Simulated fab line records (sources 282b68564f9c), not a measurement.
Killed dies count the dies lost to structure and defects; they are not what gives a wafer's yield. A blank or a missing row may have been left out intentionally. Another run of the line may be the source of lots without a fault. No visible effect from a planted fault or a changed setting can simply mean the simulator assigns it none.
Which tool did it? || flow rit-cmos || 45 wafers from 15 lots sampled at 2 of the route's 202 steps

== WHAT THE GAUGES READ, wafer by wafer ==
RIT_GATE_THK_MEAS_09. Usual: GATE_POLY_THK typically reads 251.1 nm, with standard deviation 2.8.
{"lot": "L557", "measured": "day 3 09:44", "on": "film-metro-04", "GATE_POLY_THK (nm)": "253.1 255.1 253.2", "flag": ""}
{"lot": "L559", "measured": "day 4 02:23", "on": "film-metro-03", "GATE_POLY_THK (nm)": "249.9 250.9 250.6", "flag": ""}
{"lot": "L561", "measured": "day 4 13:31", "on": "film-metro-04", "GATE_POLY_THK (nm)": "246.7 245.8 249.6", "flag": ""}
{"lot": "L564", "measured": "day 4 20:34", "on": "film-metro-03", "GATE_POLY_THK (nm)": "251.5 251.5 252.6", "flag": ""}
{"lot": "L563", "measured": "day 4 20:34", "on": "film-metro-01", "GATE_POLY_THK (nm)": "252.4 253.0 251.5", "flag": ""}
{"lot": "L565", "measured": "day 4 20:34", "on": "film-metro-04", "GATE_POLY_THK (nm)": "251.4 250.2 250.4", "flag": ""}
{"lot": "L567", "measured": "day 5 15:41", "on": "film-metro-03", "GATE_POLY_THK (nm)": "252.6 252.9 254.1", "flag": ""}
{"lot": "L566", "measured": "day 5 15:41", "on": "film-metro-04", "GATE_POLY_THK (nm)": "257.4 256.6 257.6", "flag": ""}
{"lot": "L568", "measured": "day 5 21:50", "on": "film-metro-04", "GATE_POLY_THK (nm)": "254.6 254.3 254.1", "flag": ""}
{"lot": "L570", "measured": "day 5 21:04", "on": "film-metro-01", "GATE_POLY_THK (nm)": "250.0 248.8 248.4", "flag": ""}
{"lot": "L575", "measured": "day 6 20:35", "on": "film-metro-03", "GATE_POLY_THK (nm)": "250.2 250.5 250.9", "flag": ""}
{"lot": "L577", "measured": "day 7 00:55", "on": "film-metro-01", "GATE_POLY_THK (nm)": "254.7 253.0 253.7", "flag": ""}
{"lot": "L576", "measured": "day 7 00:56", "on": "film-metro-03", "GATE_POLY_THK (nm)": "250.7 252.3 250.0", "flag": ""}
{"lot": "L578", "measured": "day 7 09:54", "on": "film-metro-01", "GATE_POLY_THK (nm)": "246.3 246.9 247.9", "flag": ""}
{"lot": "L579", "measured": "day 7 11:43", "on": "film-metro-01", "GATE_POLY_THK (nm)": "249.0 249.8 250.7", "flag": ""}

== TOOL THAT RAN EACH LOT (tool first, then ch and the chambers of the sampled wafers, then the start) ==
{"lot": "L557", "RIT_PRETRO_STRIP_09": "plasma-asher-02 ch 0,1, day 2 21:57"}
{"lot": "L559", "RIT_PRETRO_STRIP_09": "plasma-asher-04 ch 0,1, day 3 15:44"}
{"lot": "L561", "RIT_PRETRO_STRIP_09": "plasma-asher-04 ch 0,1, day 3 21:28"}
{"lot": "L564", "RIT_PRETRO_STRIP_09": "plasma-asher-04 ch 0,1, day 4 12:20"}
{"lot": "L563", "RIT_PRETRO_STRIP_09": "plasma-asher-02 ch 0,1, day 4 12:26"}
{"lot": "L565", "RIT_PRETRO_STRIP_09": "plasma-asher-03 ch 0,1, day 4 12:35"}
{"lot": "L567", "RIT_PRETRO_STRIP_09": "plasma-asher-03 ch 0,1, day 5 11:04"}
{"lot": "L566", "RIT_PRETRO_STRIP_09": "plasma-asher-04 ch 0,1, day 5 11:17"}
{"lot": "L568", "RIT_PRETRO_STRIP_09": "plasma-asher-03 ch 0,1, day 5 14:01"}
{"lot": "L570", "RIT_PRETRO_STRIP_09": "plasma-asher-04 ch 0,1, day 5 14:20"}
{"lot": "L575", "RIT_PRETRO_STRIP_09": "plasma-asher-04 ch 0,1, day 6 13:53"}
{"lot": "L577", "RIT_PRETRO_STRIP_09": "plasma-asher-03 ch 1, day 6 19:07"}
{"lot": "L576", "RIT_PRETRO_STRIP_09": "plasma-asher-04 ch 0,1, day 6 19:25"}
{"lot": "L578", "RIT_PRETRO_STRIP_09": "plasma-asher-02 ch 0,1, day 7 03:34"}
{"lot": "L579", "RIT_PRETRO_STRIP_09": "plasma-asher-03 ch 0,1, day 7 07:55"}
- RIT_PRETRO_STRIP_09: strips in O2, time 180 s.

== AS READ BY THE TOOLS THEMSELVES (means over the sampled wafers that have a number; for cases with no such wafer, the mark the record gives instead) ==
RIT_PRETRO_STRIP_09. Usual: drypump-motor-current-A 5.7 A, standard deviation 0.38.
{"lot": "L557", "tool": "plasma-asher-02", "drypump-motor-current-A (A)": 5.8, "flag": ""}
{"lot": "L559", "tool": "plasma-asher-04", "drypump-motor-current-A (A)": 5.5, "flag": ""}
{"lot": "L561", "tool": "plasma-asher-04", "drypump-motor-current-A (A)": 5.7, "flag": ""}
{"lot": "L564", "tool": "plasma-asher-04", "drypump-motor-current-A (A)": 5.5, "flag": ""}
{"lot": "L563", "tool": "plasma-asher-02", "drypump-motor-current-A (A)": 6.2, "flag": ""}
{"lot": "L565", "tool": "plasma-asher-03", "drypump-motor-current-A (A)": 5.6, "flag": ""}
{"lot": "L567", "tool": "plasma-asher-03", "drypump-motor-current-A (A)": 5.6, "flag": ""}
{"lot": "L566", "tool": "plasma-asher-04", "drypump-motor-current-A (A)": 5.5, "flag": ""}
{"lot": "L568", "tool": "plasma-asher-03", "drypump-motor-current-A (A)": 5.7, "flag": ""}
{"lot": "L570", "tool": "plasma-asher-04", "drypump-motor-current-A (A)": 5.6, "flag": ""}
{"lot": "L575", "tool": "plasma-asher-04", "drypump-motor-current-A (A)": 5.4, "flag": ""}
{"lot": "L577", "tool": "plasma-asher-03", "drypump-motor-current-A (A)": 5.6, "flag": ""}
{"lot": "L576", "tool": "plasma-asher-04", "drypump-motor-current-A (A)": 5.6, "flag": ""}
{"lot": "L578", "tool": "plasma-asher-02", "drypump-motor-current-A (A)": 5.8, "flag": ""}
{"lot": "L579", "tool": "plasma-asher-03", "drypump-motor-current-A (A)": 5.7, "flag": ""}

== THE ANSWER, worked out from the rows above alone ==
Rule: a lot counts as off when the mean over its wafers that have a number is more than 3 standard deviations away from the usual mean. A lot without any number at a reading at which 4 lots or more have one is off too. The other lots that the step has rows for count as sound. First the gauges in route order, then the tools' own readings, where a lot's mean is used as printed above. At the first step where some lot is off, the reading lying furthest off is the one used; lots without a number count as furthest.
None of the lots is off at any reading shown; this tells nothing.

== WHAT THE SIMULATOR HAD INSERTED ==
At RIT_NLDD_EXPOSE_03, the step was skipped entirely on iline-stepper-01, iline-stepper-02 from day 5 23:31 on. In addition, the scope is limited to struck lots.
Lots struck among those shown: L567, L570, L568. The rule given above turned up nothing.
